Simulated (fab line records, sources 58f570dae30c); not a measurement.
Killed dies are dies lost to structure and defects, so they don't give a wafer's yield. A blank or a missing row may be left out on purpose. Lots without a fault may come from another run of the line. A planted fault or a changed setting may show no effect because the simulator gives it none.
Split-lot experiment | flow berkeley_cmos170 | 5 lots, 23 wafers read, on a route of 331 steps

THE SPLIT
At UCB170_V2_COAT_07 (resist thk 900 nm), the setting resist_thk_nm was moved away from the recipe's 900 nm on 7 of the 23 wafers read, by +2.6% to +6.0%. The other wafers ran this setting at the recipe's value.

The file shows no step between the split and the reading.

THE READING
KrF_of_V2_COAT_07.thk_nm (the simulator's own value, which no gauge read), in nm, at UCB170_V2_ETCH_14 (etches SiO2 in CHF3/CF4/Ar, stops on Al, target depth 1250 nm, time 291 s). The file gives no usual value for it. The 16 wafers here that ran the recipe average 611.2 nm, standard deviation 12 nm.

wafer  | tool, chamber at the split | resist_thk_nm as run, nm | against the recipe | KrF_of_V2_COAT_07.thk_nm, nm | against lot-mates on the recipe
L074.1 | litho_track-02, 0          | 900                      | recipe             | 609.5                        | -
L074.2 | litho_track-02, 0          | 900                      | recipe             | 610.2                        | -
L074.3 | litho_track-02, 0          | 900                      | recipe             | 598.9                        | -
L074.5 | litho_track-02, 0          | 900                      | recipe             | 610.8                        | -
L074.6 | litho_track-02, 0          | 900                      | recipe             | 599.1                        | -
L077.2 | litho_track-02, 0          | 900                      | recipe             | 587.9                        | -
L077.3 | litho_track-02, 0          | 900                      | recipe             | 610                          | -
L077.4 | litho_track-02, 0          | 900                      | recipe             | 610.1                        | -
L077.5 | litho_track-02, 0          | 945                      | +5.0%              | 649.4                        | +46.7
L077.6 | litho_track-02, 0          | 945                      | +5.0%              | 633.8                        | +31.1
L075.2 | litho_track-02, 0          | 900                      | recipe             | 610.2                        | -
L075.3 | litho_track-02, 0          | 900                      | recipe             | 610.1                        | -
L075.5 | litho_track-02, 0          | 900                      | recipe             | 612.7                        | -
L085.1 | litho_track-01, 0          | 923.8                    | +2.6%              | 661.6                        | +33.0
L085.2 | litho_track-01, 0          | 900                      | recipe             | 641.5                        | -
L085.3 | litho_track-01, 0          | 900                      | recipe             | 608.9                        | -
L085.5 | litho_track-01, 0          | 900                      | recipe             | 635.3                        | -
L085.6 | litho_track-01, 0          | 923.8                    | +2.6%              | 629.6                        | +1.0
L084.1 | litho_track-01, 0          | 900                      | recipe             | 612.6                        | -
L084.2 | litho_track-01, 0          | 900                      | recipe             | 612                          | -
L084.3 | litho_track-01, 0          | 954                      | +6.0%              | 666.1                        | +53.8
L084.4 | litho_track-01, 0          | 954                      | +6.0%              | 668                          | +55.7
L084.6 | litho_track-01, 0          | 954                      | +6.0%              | 664.7                        | +52.4

THE FIT
A straight line over all 23 wafers: KrF_of_V2_COAT_07.thk_nm changes by +8.48 nm for each +1% of resist_thk_nm; r = +0.84; the points scatter about the line by 13 nm.
The same after taking each lot's own level away (the mean of its wafers on the recipe; 23 wafers): +8.52 nm for each +1%; r = +0.91; scatter 9.3 nm.
On that fit, the largest move of resist_thk_nm shifts the reading by 51 nm.
The lots' own levels span 602.67 to 628.57 nm, that is 2.1 times the standard deviation above.
So the lot-to-lot level changes the slope little: the two slopes agree.
Check: with one of the wafers moved furthest among these (+6.0%) left out of the fit, the line predicts +49.8 nm for it against its lot-mates. It came out at +53.8 nm against them.

OTHER SPLITS ON THESE WAFERS
These wafers also went through other splits before the reading. Each is held against what the fit with the lots' levels taken away leaves over:
other split on the same wafers | wafers away from the commonest value | r with KrF_of_V2_COAT_07.thk_nm (lot level and that fit taken away)
UCB170_V1_ETCH_14 rf_w         | 4                                    | +0.06

THE WHOLE CHAIN: every reading that the file lists as answering this split, in the file's order
step               | what it does                                                              | reading                                                                   | change (the file's fit)              | r (the file's)
UCB170_V2_COAT_07  | resist thk 900 nm                                                         | KrF_of_V2_COAT_07.thk_nm (the simulator's own value, which no gauge read) | +8.76 nm for each +1% of the setting | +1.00
UCB170_V2_ETCH_14  | etches SiO2 in CHF3/CF4/Ar, stops on Al, target depth 1250 nm, time 291 s | KrF_of_V2_COAT_07.thk_nm (the simulator's own value, which no gauge read) | +8.29 nm for each +1% of the setting | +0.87
UCB170_V2_STRIP_15 | strips in O2                                                              | strip_time_to_endpoint_s                                                  | withheld for each +1% of the setting | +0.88

THE FILE'S OWN FIT
KrF_of_V2_COAT_07.thk_nm changes by +8.29 nm for each +1% of resist_thk_nm, r = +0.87.
